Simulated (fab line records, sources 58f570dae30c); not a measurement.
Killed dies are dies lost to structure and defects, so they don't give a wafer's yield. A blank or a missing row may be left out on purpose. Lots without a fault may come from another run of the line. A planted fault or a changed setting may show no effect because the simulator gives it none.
Chamber matching | flow berkeley_cmos170 | UCB170_FIELD_WET_ETCH_05 on wet_bench-03: 3 sister chambers
The step etches Si3N4 in H3PO4, time 12600 s. 16 wafers are shown with their chamber, then 8 later ones without.

WAFERS WITH THEIR CHAMBER
wafer  | chamber | bath_heat_duty_pct (%) | bath_guard_temp_C (C)
L354.1 | 2       | 28.5                   | 160.5
L354.2 | 2       | 27.2                   | 159.8
L354.4 | 2       | 25.6                   | 159.8
L356.1 | 2       | 28.1                   | 159.8
L356.2 | 2       | 28.9                   | 160.1
L356.6 | 2       | 28.1                   | 159.5
L358.1 | 3       | 30.8                   | 160.1
L358.4 | 3       | 32.8                   | 160.4
L358.6 | 3       | 34.7                   | 160.4
L363.2 | 2       | 26.3                   | 160.2
L363.4 | 2       | 27.6                   | 159.8
L363.5 | 2       | 28.3                   | 160.0
L365.2 | 0       | 26.6                   | 159.6
L365.5 | 0       | 27.7                   | 159.2
L365.6 | 0       | 27.6                   | 159.5
L366.1 | 0       | 28.4                   | 159.0

SIGNATURES (means of the wafers above)
reading            | chamber 0 | chamber 2 | chamber 3 | scatter within a chamber
bath_heat_duty_pct | 27.575    | 27.622    | 32.767    | 1.2
bath_guard_temp_C  | 159.325   | 159.944   | 160.300   | 0.273
Rule: a wafer's distance from a chamber is the root of the sum, over the readings, of the square of ((its reading less the chamber's mean) divided by the reading's scatter). The wafer belongs to the nearest chamber; if the next one is less than 2 further off, it can't be placed. The scatter: the root of (the sum of the squares of (reading less its chamber's mean) over the shown wafers, divided by (wafers less chambers)).

WAFERS WITHOUT THEIR CHAMBER
wafer  | bath_heat_duty_pct (%) | bath_guard_temp_C (C)
L366.4 | 30.6                   | 159.4
L366.5 | 27.3                   | 159.4
L367.1 | 27.8                   | 160.0
L367.3 | 29.6                   | 160.0
L367.4 | 27.0                   | 159.9
L372.2 | 34.2                   | 160.4
L372.4 | 33.7                   | 159.9
L372.5 | 32.2                   | 160.2

WHICH CHAMBER EACH WENT THROUGH
wafer  | from the rows above          | in truth
L366.4 | can't be placed: 0 or 2 or 3 | 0
L366.5 | can't be placed: 0 or 2      | 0
L367.1 | 2                            | 2
L367.3 | can't be placed: 2 or 3 or 0 | 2
L367.4 | can't be placed: 2 or 0      | 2
L372.2 | 3                            | 3
L372.4 | 3                            | 3
L372.5 | 3                            | 3
Placed correctly: 4 of 8. Can't be placed from these rows: 4 (the true chamber is among the candidates in 4). Placed wrongly: 0.
